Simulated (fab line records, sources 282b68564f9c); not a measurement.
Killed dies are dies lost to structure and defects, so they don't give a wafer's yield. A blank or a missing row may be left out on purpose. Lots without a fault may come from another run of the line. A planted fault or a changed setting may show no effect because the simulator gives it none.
One fault seen from 2 desks | flow rit_cmos | each desk has only its own numbers; what lay behind them comes last

THE TOOL OWNER'S DESK: implanter-02
The tool's own readings at RIT_PSD_IMPLANT_08: means of the sampled wafers that have a number, for each lot that ran on this tool. A lot is out of limits, marked OUT, if its mean lies more than 4 standard deviations from the usual mean; the brackets give that distance.
Columns: A = beam_energy_keV at RIT_PSD_IMPLANT_08, usual 27.001
lot  | first seen here | A
L469 | day 3 11:08     | 27.000
L473 | day 4 03:39     | 26.998
L474 | day 4 07:40     | 27.003
L475 | day 4 10:17     | 26.991
L476 | day 4 14:29     | 26.990
L481 | day 6 05:55     | 30.511 (+99 or more) OUT
L482 | day 6 11:34     | 30.503 (+99 or more) OUT
L485 | day 6 22:28     | 30.511 (+99 or more) OUT
This desk's finding: out of limits on L481, L482, L485; first on L481, day 6 05:55 (beam_energy_keV at RIT_PSD_IMPLANT_08). In limits: L469, L473, L474, L475, L476.

THE METROLOGY DESK
What the gauges read, lot by lot, whatever tool the lot ran on: means of the sampled wafers that have a number. A lot is out of limits, marked OUT, if its mean lies more than 4 standard deviations from the usual mean; the brackets give that distance.
Columns: A = NRETRO_TW at RIT_NRETRO_TW_MEAS_10, usual 1048; B = PSD_OVL at RIT_PSD_OVL_MEAS_06, usual 0.6 nm; C = PSD_TW at RIT_PSD_TW_MEAS_10, usual 3443; D = PSD_RS at RIT_SDANNEAL_RS_MEAS_04, usual 116.06 ohm/sq
lot  | first seen here | A    | B    | C               | D
L469 | day 2 10:33     | 1038 | -0.9 | 3464            | 115.89
L473 | day 3 07:28     | 1035 | 1.2  | 3459            | 116.12
L474 | day 3 11:13     | 1055 | 2.1  | 3428            | 115.92
L475 | day 3 14:20     | 1038 | -0.1 | 3442            | 116.20
L476 | day 3 18:26     | 1056 | 1.2  | 3450            | 115.95
L477 | day 3 23:38     | 1057 | -1.0 | 3448            | 116.26
L481 | day 5 02:47     | 1041 | 0.8  | 3569 (+6.0) OUT | 108.81 (-25) OUT
L482 | day 5 09:20     | 1044 | 0.2  | 3561 (+5.6) OUT | -
L483 | day 5 09:39     | 1050 | -0.2 | 3423            | 115.70
L485 | day 5 23:08     | 1052 | 0.5  | 3559 (+5.5) OUT | 109.04 (-24) OUT
L487 | day 6 09:59     | 1051 | -0.8 | 3471            | 116.35
L488 | day 6 13:17     | 1048 | 1.4  | 3412            | 116.38
L490 | day 6 19:14     | 1047 | 1.4  | 3415            | 115.67
L491 | day 7 03:07     | 1038 | -0.0 | 3459            | 116.26
L492 | day 7 06:44     | 1058 | 1.0  | 3461            | 115.85
This desk's finding: out of limits on L481, L482, L485; first on L481, day 6 06:15 (PSD_TW at RIT_PSD_TW_MEAS_10). In limits: L469, L473, L474, L475, L476, L477, L483, L487, L488, L490, L491, L492.

PUT TOGETHER
The tool owner's desk could have raised an alarm at day 6 05:55, on L481, L482, L485.
The metrology desk could have raised an alarm at day 6 06:15, on L481, L482, L485.
Of the lots named, all ran RIT_PSD_IMPLANT_08 on implanter-02.

WHAT THE SIMULATOR HAD PUT IN
Process parameter drift: implanter-02, from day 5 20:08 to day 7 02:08, at RIT_PSD_IMPLANT_08. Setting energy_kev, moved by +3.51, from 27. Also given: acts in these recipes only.
Lots struck among those shown: L481, L482, L485.
Hours from the fault's start to each desk's first reading out of limits: the tool owner's desk, 10; the metrology desk, 10.
